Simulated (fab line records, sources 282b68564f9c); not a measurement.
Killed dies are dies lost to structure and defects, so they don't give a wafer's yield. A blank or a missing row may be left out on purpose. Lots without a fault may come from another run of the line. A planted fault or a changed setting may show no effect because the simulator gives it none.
A struck lot beside a sound one | flow rit_cmos | 15 steps out of a route of 202
Sound: wafers L515.1, L515.4, L515.6. Struck: wafers L512.2, L512.4, L512.5. The cause comes at the end.
At each step with rows: each side's tool, then ch and its chambers, then its first start. Under that, the readings that differ: sound wafers | struck wafers | difference of the means | sigmas: that difference in standard deviations of wafers without a fault.
alike: readings whose means differ by less than 2 such deviations, and words and numbers that are the same on both sides. not compared: withheld readings, readings that some wafer has no value for, bounds like >300 that may hide the same value, and numbers for which the record gives no deviation and whose values overlap.
The two part at a step that has a row with sigmas, a row that says differs or no value, or rows on one side only. Numbers that don't overlap but have no deviation are shown without sigmas and don't part them. A reading that every wafer of one side lacks parts them only if that side has two wafers or more.

RIT_ACTIVE_BOW_MEAS_00:
  sound on film_metro-01, day 3 22:00; struck on film_metro-01, day 3 07:01
  reading           | sound       | struck | difference | sigmas
  INCOMING_BOW (um) | -14 -16 -12 | 12 9 4 | +22        | +3
then, 1 step without rows for these wafers: RIT_ACTIVE_OXIDATION_01 (target thk 46.8 nm, ox time 3360 s).
RIT_ACTIVE_THK_MEAS_02:
  sound on film_metro-03, day 4 00:03; struck on film_metro-04, day 3 09:04
  alike: ACTIVE_OXIDE_THK
then, 1 step without rows for these wafers: RIT_ACTIVE_CVD_03 (deposits Si3N4 from SiH2Cl2/NH3, target thk 150 nm, time 1500 s).
RIT_ACTIVE_THK_MEAS_04:
  sound on film_metro-03, day 4 01:32; struck on film_metro-04, day 3 10:32
  alike: ACTIVE_NITRIDE_THK
then, 5 steps without rows for these wafers: RIT_ACTIVE_HMDS_05 (prime time 60 s); RIT_ACTIVE_COAT_06 (resist thk 1000 nm); RIT_ACTIVE_SOFTBAKE_07 (time 60 s); RIT_ACTIVE_EXPOSE_08 (exposes mask M1, target cd 1400 nm); RIT_ACTIVE_PEB_09.
RIT_ACTIVE_DEVELOP_10: develop time 50 s.
  sound on litho_track-04 ch 0, day 4 02:00; struck on litho_track-03 ch 0, day 3 11:00
  alike: developer_temp_C
RIT_ACTIVE_CD_MEAS_11: target cd 1400 nm.
  sound on cd_sem-02, day 4 02:34; struck on cd_sem-02, day 3 11:45
  reading    | sound                | struck               | difference | sigmas
  cd_nm (nm) | 1402.3 1401.2 1399.8 | 1414.2 1415.1 1416.8 | +14.3      | +6
  not compared: hold
RIT_ACTIVE_ETCH_13: etches Si3N4 in SF6, stops on SiO2, time 210 s, target depth 210 nm.
  sound on rie_diel-02 ch 2,3, day 4 02:50; struck on rie_diel-02 ch 2,3, day 3 16:13
  reading                 | sound          | struck         | difference | sigmas
  model.ACTIVE.cd_nm (nm) | 1403 1401 1400 | 1415 1415 1417 | +14        |
  alike: drypump_motor_current_A, oes_product_au, throttle_valve_pct
  not compared: rf_hours_counter_h
RIT_ACTIVE_STRIP_14: strips in O2, time 180 s.
  sound on plasma_asher-01 ch 0,1, day 4 02:58; struck on plasma_asher-04 ch 0,1, day 3 16:26
  alike: drypump_motor_current_A, o2_flow_sccm
  not compared: rf_hours_counter_h
-- the record jumps here: 2 days lie between the struck wafers' starts before and after (it left off in module ACTIVE and takes up again in module M1, whose first step shown is number 202 of the route) --
RIT_M1_PROBE_99:
  the record has rows for the struck wafers here (prober-01, day 5 19:40) and none for the sound ones

WHERE THEY PART
First at RIT_ACTIVE_BOW_MEAS_00; last, within this record, at RIT_M1_PROBE_99.

WHY: what the simulator had put in
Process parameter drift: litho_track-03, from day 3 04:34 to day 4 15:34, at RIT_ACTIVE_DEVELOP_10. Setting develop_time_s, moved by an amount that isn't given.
